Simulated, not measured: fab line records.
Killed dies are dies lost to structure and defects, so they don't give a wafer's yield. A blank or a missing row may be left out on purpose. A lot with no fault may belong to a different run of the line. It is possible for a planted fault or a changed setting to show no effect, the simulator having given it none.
Struck lot and sound lot, side by side / flow rit_cmos / 44 steps out of a route of 202
Sound: the wafers L190.2, L190.4, L190.6. The struck wafers were L187.1, L187.4, L187.6. The cause comes at the end.
Per side, at each step with rows, come the tool, then ch with its chambers, and then its first start. Under that, the readings that differ: sound wafers / struck wafers / difference of the means / sigmas: that difference in standard deviations of wafers without a fault.
alike: readings with means less than 2 such deviations apart, plus words and numbers identical on both sides. not compared: withheld readings, readings lacking a value on some wafer, bounds such as >300 that could conceal the same value, and numbers that have no deviation in the record and whose values overlap.
A row with sigmas, a row that says differs or no value, or rows on one side alone: a step with any of these is where the two part. Numbers that have no deviation but don't overlap get no sigmas and don't part them. A reading missing from all wafers of one side parts the sides only when that side holds two or more wafers.

first, 1 step without rows for these wafers: RIT_ACTIVE_DEVELOP_10 (develop time 50 s).
RIT_ACTIVE_CD_MEAS_11: target cd 1400 nm.
  sound on cd_sem-01, day 4 17:28; struck on cd_sem-02, day 4 02:26
  alike: cd_nm
then, 1 step without rows for these wafers: RIT_ACTIVE_HARDBAKE_12 (time 60 s).
RIT_ACTIVE_ETCH_13: etches Si3N4 in SF6, stops on SiO2, time 210 s, target depth 210 nm.
  sound on rie_diel-03 ch 0,1,2, day 4 17:43; struck on rie_diel-03 ch 1,2, day 4 02:43
  alike: chamber_pressure_mTorr, drypump_motor_current_A, oes_product_au, throttle_valve_pct
  not compared: rf_hours_counter_h
RIT_ACTIVE_STRIP_14: strips in O2, time 180 s.
  sound on plasma_asher-01 ch 1, day 4 17:50; struck on plasma_asher-02 ch 0, day 4 02:50
  alike: chamber_pressure_mTorr, drypump_motor_current_A, o2_flow_sccm
  not compared: rf_hours_counter_h
RIT_ACTIVE_CD_MEAS_90: target cd 1400 nm.
  sound on cd_sem-02, day 4 18:02; struck on cd_sem-01, day 4 03:01
  alike: cd_nm
then, 4 steps without rows for these wafers: RIT_ACTIVE_CLEAN_15 (cleans in SC1, time 600 s); RIT_ACTIVE_CLEAN_16 (cleans in dHF, time 30 s); RIT_ACTIVE_CLEAN_17 (cleans in SC2, time 600 s); RIT_FOX1_OXIDATION_00 (target thk 350.7 nm, ox time 1130 s).
RIT_FOX1_THK_MEAS_01:
  sound on film_metro-04, day 4 20:42; struck on film_metro-03, day 4 06:17
  alike: FOX1_OXIDE_THK
then, 1 step without rows for these wafers: RIT_FOX1_WET_ETCH_02 (etches SiO2 in BOE, target depth 350 nm, time 390 s).
RIT_FOX2_OXIDATION_00: target thk 350.7 nm, ox time 1130 s.
  sound on furnace-03 ch 0, day 4 20:52; struck on furnace-03 ch 0, day 4 08:29
RIT_FOX2_THK_MEAS_01:
  sound on film_metro-01, day 4 22:11; struck on film_metro-02, day 4 09:48
reading=FOX2_OXIDE_THK (nm); sound=347 343 350; struck=528 528 526; difference=+181; sigmas=+31
RIT_FOX2_CLEAN_02: cleans in dHF, time 180 s.
  sound on wet_bench-03 ch 2, day 4 22:14; struck on wet_bench-04 ch 2, day 4 09:52
reading=model.SiO2_of_FOX2_OXIDATION_00.thk_nm (nm); sound=330.5 327 333.8; struck=511 510.8 508.5; difference=+180; sigmas=
reading=model.Si3N4_of_ACTIVE_CVD_03.thk_nm (nm); sound=129.7 129.7 129.9; struck=129 128.7 127.8; difference=-1; sigmas=
RIT_FOX2_WET_ETCH_03: etches Si3N4 in H3PO4, target depth 195 nm, time 2700 s.
  sound on wet_bench-04 ch 0, day 4 22:17; struck on wet_bench-02 ch 1, day 4 09:56
reading=model.SiO2_of_FOX2_OXIDATION_00.thk_nm (nm); sound=320.4 316.9 323.7; struck=500.8 500.5 498.2; difference=+179.5; sigmas=
RIT_FOX2_THK_MEAS_90:
  sound on film_metro-02, day 4 23:17; struck on film_metro-04, day 4 10:41
reading=FIELD_OXIDE_LEFT_1_THK (nm); sound=320 317 324; struck=500 501 498; difference=+179; sigmas=+30
then, 6 steps without rows for these wafers: RIT_NWELL_HMDS_00 (prime time 60 s); RIT_NWELL_COAT_01 (resist thk 1300 nm); RIT_NWELL_SOFTBAKE_02 (time 60 s); RIT_NWELL_EXPOSE_03 (exposes mask M2, target cd 43900 nm); RIT_NWELL_PEB_04; RIT_NWELL_DEVELOP_05 (develop time 68 s).
RIT_NWELL_OVL_MEAS_06:
  sound on overlay-01, day 5 00:21; struck on overlay-02, day 4 12:11
reading=NWELL_OVL (nm); sound=-0.1 -1.4 -2.0; struck=2.5 1.6 3.2; difference=+3.6; sigmas=+3
then, 2 steps without rows for these wafers: RIT_NWELL_HARDBAKE_07 (time 120 s); RIT_NWELL_IMPLANT_08.
RIT_NWELL_STRIP_09: strips in O2, time 180 s.
  sound on plasma_asher-02 ch 0,1, day 5 00:47; struck on plasma_asher-01 ch 0,1, day 4 12:59
  alike: chamber_pressure_mTorr, drypump_motor_current_A, o2_flow_sccm
  not compared: rf_hours_counter_h
RIT_NWELL_TW_MEAS_10:
  sound on film_metro-04, day 5 00:58; struck on film_metro-04, day 4 13:09
  alike: NWELL_TW
then, 6 steps without rows for these wafers: RIT_PWELL_HMDS_00 (prime time 60 s); RIT_PWELL_COAT_01 (resist thk 1300 nm); RIT_PWELL_SOFTBAKE_02 (time 60 s); RIT_PWELL_EXPOSE_03 (exposes mask M3, target cd 43700 nm); RIT_PWELL_PEB_04; RIT_PWELL_DEVELOP_05 (develop time 68 s).
RIT_PWELL_OVL_MEAS_06:
  sound on overlay-01, day 5 02:15; struck on overlay-01, day 4 14:39
  alike: PWELL_OVL
then, 2 steps without rows for these wafers: RIT_PWELL_HARDBAKE_07 (time 120 s); RIT_PWELL_IMPLANT_08.
RIT_PWELL_STRIP_09: strips in O2, time 180 s.
  sound on plasma_asher-03 ch 0,1, day 5 02:41; struck on plasma_asher-02 ch 0,1, day 4 15:29
  alike: chamber_pressure_mTorr, drypump_motor_current_A, o2_flow_sccm
  not compared: rf_hours_counter_h
RIT_PWELL_TW_MEAS_10:
  sound on film_metro-04, day 5 02:52; struck on film_metro-04, day 4 15:40
  alike: PWELL_TW
then, 1 step without rows for these wafers: RIT_WELLDRIVE_ANNEAL_00 (time 14700 s).
RIT_WELLDRIVE_RS_MEAS_01: uses a four-point probe to measure.
  sound on film_metro-04, day 5 08:01; struck on film_metro-04, day 4 21:10
  alike: NWELL_RS
RIT_WELLDRIVE_RS_MEAS_02: uses a four-point probe to measure.
  sound on film_metro-04, day 5 08:08; struck on film_metro-04, day 4 21:17
  alike: PWELL_RS
RIT_FOX2_THK_MEAS_91:
  sound on film_metro-01, day 5 11:56; struck on film_metro-04, day 5 02:11
reading=FIELD_OXIDE_LEFT_2_THK (nm); sound=252 248 256; struck=434 433 431; difference=+181; sigmas=+30
RIT_M1_PROBE_99:
  sound on prober-02, day 6 13:52; struck on prober-01, day 6 06:56
  alike: killed_at_front_end, killed_dies, killed_open, killed_short

== WHERE THEY PART ==
Last at RIT_FOX2_THK_MEAS_91 as far as this record goes, first at RIT_FOX2_THK_MEAS_01. Later steps at which nothing parts them and some readings are alike: RIT_M1_PROBE_99.

WHY: whatever the simulator had introduced
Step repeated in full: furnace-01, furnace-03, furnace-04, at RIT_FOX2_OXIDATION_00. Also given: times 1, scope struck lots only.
